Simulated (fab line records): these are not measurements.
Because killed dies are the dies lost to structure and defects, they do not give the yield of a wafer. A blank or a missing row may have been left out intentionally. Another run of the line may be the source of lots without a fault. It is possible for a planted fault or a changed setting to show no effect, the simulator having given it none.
Struck lot and sound lot, side by side || flow rit cmos || 15 steps out of a route of 202
Sound: these wafers, L721.1, L721.2, L721.3. Wafers L719.2, L719.4, L719.6 were the ones struck. Last of all comes the cause.
At each step with rows: each side's tool, then ch and its chambers, then its first start. Under that, the readings that differ: sound wafers || struck wafers || difference of the means || sigmas: that difference in standard deviations of wafers without a fault.
alike: a reading whose means differ by less than 2 such deviations, as well as words and numbers matching on both sides. not compared: withheld readings; readings where some wafer has no value; bounds like >300 that might hide an equal value; numbers whose values overlap and for which the record gives no deviation.
Wherever a step has rows on one side only, a row that says differs or no value, or a row with sigmas, the two part there. Non-overlapping numbers with no deviation appear without sigmas and do not part them. Lack of a reading on every wafer of one side parts them only where that side has two or more wafers.

RIT_M1_SPUTTER_00: material Al, target thk 400 nm, time 500 s.
  sound: pvd sputter-02 at day 6 18:14; struck: pvd sputter-02 at day 6 09:22
  alike: throttle valve pct
RIT_M1_RS_MEAS_01: measures by four-point-probe.
  sound: film metro-01 at day 6 18:32; struck: film metro-01 at day 6 09:41
{"reading": "M1_AL_RS (ohm/sq)", "sound": "0.0723 0.0721 0.0727", "struck": "0.0736 0.0733 0.0738", "difference": "+0.0012", "sigmas": "+2"}
RIT_M1_THK_MEAS_02: measures by xrf.
  sound: film metro-01 at day 6 18:39; struck: film metro-01 at day 6 09:47
  alike: M1_AL_THK
then, 6 steps without rows for these wafers: RIT_M1_HMDS_03 (prime time 60 s); RIT_M1_COAT_04 (resist thk 1300 nm); RIT_M1_SOFTBAKE_05 (time 60 s); RIT_M1_EXPOSE_06 (exposes mask M12, target cd 2600 nm); RIT_M1_PEB_07; RIT_M1_DEVELOP_08 (develop time 68 s).
RIT_M1_CD_MEAS_09: target cd 2600 nm.
  sound: cd sem-02 at day 6 19:35; struck: cd sem-01 at day 6 10:44
  alike: cd nm
RIT_M1_OVL_MEAS_10:
  sound: overlay-02 at day 6 19:43; struck: overlay-02 at day 6 10:50
  alike: M1_OVL
then, 1 step without rows for these wafers: RIT_M1_HARDBAKE_11 (time 120 s).
RIT_M1_METAL_ETCH_12: etches Al in Cl2/BCl3, stops on SiO2, time 165 s, target depth 600 nm.
  sound on rie metal-01 ch 0,1, day 6 20:13; struck on rie metal-02 ch 0,1, day 6 11:07
{"reading": "oes product au (a.u.)", "sound": "0.785 0.783 0.786", "struck": "0.984 1.000 1.015", "difference": "+0.215", "sigmas": "+15"}
{"reading": "run length s (s)", "sound": "193.4 193.7 193.7", "struck": "152.2 151.8 151.7", "difference": -41.7, "sigmas": -61}
{"reading": "model.NOVOLAK_of_M1_COAT_04.thk nm (nm)", "sound": "812.6 821.8 816.5", "struck": "895.9 891.8 892.4", "difference": "+76.4", "sigmas": ""}
{"reading": "model.SiO2_of_CONTACT_CVD_00.thk nm (nm)", "sound": "359.7 361.9 361.1", "struck": "367 375.2 371.3", "difference": "+10", "sigmas": ""}
{"reading": "model.M1.feature depth nm (nm)", "sound": "439.6 441.2 436.5", "struck": "425.1 426 423.9", "difference": -14.1, "sigmas": ""}
  alike: drypump motor current A, throttle valve pct
  not compared: rf hours counter h
then, 1 step without rows for these wafers: RIT_M1_STRIP_13 (strips in nmp, time 600 s).
RIT_M1_PROBE_99:
  sound: prober-01 at day 6 22:41; struck: prober-01 at day 6 13:31
{"reading": "model.etest.tester.sort n pass", "sound": "261 256 258", "struck": "0 0 121", "difference": -218, "sigmas": ""}
{"reading": "model.etest.tester.sort yield pct (%)", "sound": "98.86 96.97 97.73", "struck": "0 0 45.83", "difference": -83, "sigmas": ""}
{"reading": "model.etest.m1 comb over steps.leak log10 a um", "sound": "-12.7 -12.63 -12.69", "struck": "-8.41 -8.529 -9.795", "difference": "+3.76", "sigmas": ""}
{"reading": "model.etest.ring.quiet log10 a (angstrom)", "sound": "-7.739 -7.621 -7.697", "struck": "-6.437 -6.677 -7.262", "difference": "+0.894", "sigmas": ""}
{"reading": "model.etest.antenna m1.vt shift v (V)", "sound": "-0.006466 -0.01125 -0.01175", "struck": "-0.004671 -0.0007359 -0.004745", "difference": "+0.006438", "sigmas": ""}
  alike: defect limited yield, killed at contacts, killed at front end, killed dies, killed open, killed short

== WHERE THEY PART ==
Earliest at RIT_M1_RS_MEAS_01; latest, in this record, at RIT_M1_METAL_ETCH_12. Later steps at which nothing parts them and some readings are alike: RIT_M1_PROBE_99.

WHY: the cause the simulator had injected
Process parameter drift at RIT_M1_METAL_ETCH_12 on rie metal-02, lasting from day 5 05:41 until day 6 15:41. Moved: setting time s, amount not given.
